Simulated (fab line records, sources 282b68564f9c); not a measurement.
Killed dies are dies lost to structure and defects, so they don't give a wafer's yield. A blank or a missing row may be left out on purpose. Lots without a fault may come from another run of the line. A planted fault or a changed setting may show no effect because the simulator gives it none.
Which tool did it? | flow rit_cmos | 13 lots, 39 wafers sampled, at 3 steps of a route of 202

WHAT THE GAUGES READ, wafer by wafer
RIT_PRETRO_TW_MEAS_10.
lot  | measured    | on            | PRETRO_TW
L449 | day 2 08:28 | film_metro-01 | 467.6 472.4 471.6
L450 | day 2 16:41 | film_metro-01 | 473.6 471.4 471.6
L451 | day 2 22:19 | film_metro-04 | 473.7 473.2 476.7
L452 | day 2 23:06 | film_metro-03 | 474.7 470.8 474.1
L453 | day 3 06:38 | film_metro-01 | 468.1 469.8 469.7
L455 | day 3 13:16 | film_metro-01 | 472.3 470.9 470.7
L457 | day 3 23:21 | film_metro-03 | 477.0 477.1 476.4
L458 | day 4 09:39 | film_metro-03 | 472.5 475.7 476.4
L466 | day 5 21:47 | film_metro-03 | 474.9 474.8 473.7
L467 | day 6 01:34 | film_metro-04 | 477.3 475.8 473.8
L468 | day 6 06:43 | film_metro-01 | 475.1 477.6 477.0
L469 | day 6 11:20 | film_metro-01 | 477.5 476.7 476.2
L472 | day 7 04:22 | film_metro-03 | 478.5 476.4 474.1

RIT_M1_OVL_MEAS_10.
lot  | measured    | on         | M1_OVL (nm)
L449 | day 3 09:29 | overlay-02 | 0.2 0.8 2.0
L450 | day 3 15:44 | overlay-01 | 1.4 1.1 0.1
L451 | day 3 21:50 | overlay-01 | -0.4 -1.1 -0.7
L452 | day 3 22:29 | overlay-01 | 1.1 -2.4 0.9
L453 | day 4 11:37 | overlay-01 | 0.6 1.5 0.7
L455 | day 4 14:06 | overlay-01 | 4.2 3.2 4.1
L457 | day 5 00:22 | overlay-01 | 2.3 1.5 1.5
L458 | day 5 08:55 | overlay-02 | -1.6 -1.0 -0.2
L466 | day 6 20:02 | overlay-02 | 2.3 2.8 3.3
L467 | day 6 23:56 | overlay-02 | 1.3 0.8 1.6
L468 | day 7 08:01 | overlay-01 | 2.6 0.9 2.0
L469 | day 7 11:59 | overlay-01 | 1.4 -0.5 1.1
L472 | day 8 02:37 | overlay-02 | 3.1 1.6 2.9

WHICH TOOL RAN EACH LOT (tool, then ch and the chambers of the sampled wafers, then the start)
lot  | RIT_CONTACT_CLEAN_13
L449 | wet_bench-01 ch 1, day 3 07:40
L450 | wet_bench-01 ch 2, day 3 13:54
L451 | wet_bench-03 ch 3, day 3 19:56
L452 | wet_bench-01 ch 2, day 3 20:29
L453 | wet_bench-03 ch 1, day 4 09:35
L455 | wet_bench-02 ch 3, day 4 12:06
L457 | wet_bench-02 ch 1, day 4 22:31
L458 | wet_bench-02 ch 1, day 5 06:55
L466 | wet_bench-01 ch 0, day 6 18:08
L467 | wet_bench-03 ch 3, day 6 21:59
L468 | wet_bench-03 ch 2, day 7 06:11
L469 | wet_bench-01 ch 0, day 7 10:10
L472 | wet_bench-03 ch 2, day 8 00:36
- RIT_CONTACT_CLEAN_13: cleans in SC1, time 600 s.

WHAT THE TOOLS THEMSELVES READ (means of the sampled wafers that have a number; where no wafer has one, the mark that the record gives instead)
RIT_CONTACT_CLEAN_13.
lot  | tool         | run_length_s (s)
L449 | wet_bench-01 | 626
L450 | wet_bench-01 | 625
L451 | wet_bench-03 | 633
L452 | wet_bench-01 | 624
L453 | wet_bench-03 | 630
L455 | wet_bench-02 | 625
L457 | wet_bench-02 | 680
L458 | wet_bench-02 | 679
L466 | wet_bench-01 | 627
L467 | wet_bench-03 | 626
L468 | wet_bench-03 | 626
L469 | wet_bench-01 | 626
L472 | wet_bench-03 | 626

THE ANSWER, worked out from the rows above alone
Rule: what is usual is taken from the lots themselves. Put in order of their means at a reading, lots are off if they are a third of the lots or fewer, leave a main group of 4 or more, and stand apart from it by a gap of 3 or more times the standard deviation of the main group's means; of several such gaps the widest counts. A main group whose means are all the same, to the digits that the tables above print for the reading, isn't used. A lot without any number at a reading at which 4 lots or more have one is off too. The other lots that the step has rows for count as sound. The gauges are gone through in route order, then the tools' own readings, and for those a lot's mean is taken as printed above. The first step at which some lot is off is used, and at that step the reading that is off furthest; a lot without a number counts as furthest.
Off: L457, L458, at RIT_CONTACT_CLEAN_13 (run_length_s). The main group: mean 627 s, standard deviation 2.5.
A tool fits if, at that step or a process step before it, it ran every lot that is off, and no sound lot after the first of them. One fits: wet_bench-02 at RIT_CONTACT_CLEAN_13. Its last sound lot is L455 (day 4 12:06), its first lot that is off L457 (day 4 22:31): a fault that began between those two fits.
The tool's own readings at RIT_CONTACT_CLEAN_13 bear it out: on the lots that are off they differ by more than 5 times the standard deviation of the sound lots' means. run_length_s reads 680 s there against 627 s on the sound lots.

WHAT THE SIMULATOR HAD PUT IN
Process parameter drift: wet_bench-02, from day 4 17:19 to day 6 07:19, at RIT_CONTACT_CLEAN_13. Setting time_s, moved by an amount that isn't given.
Lots struck among those shown: L457, L458. The rule above found the same.
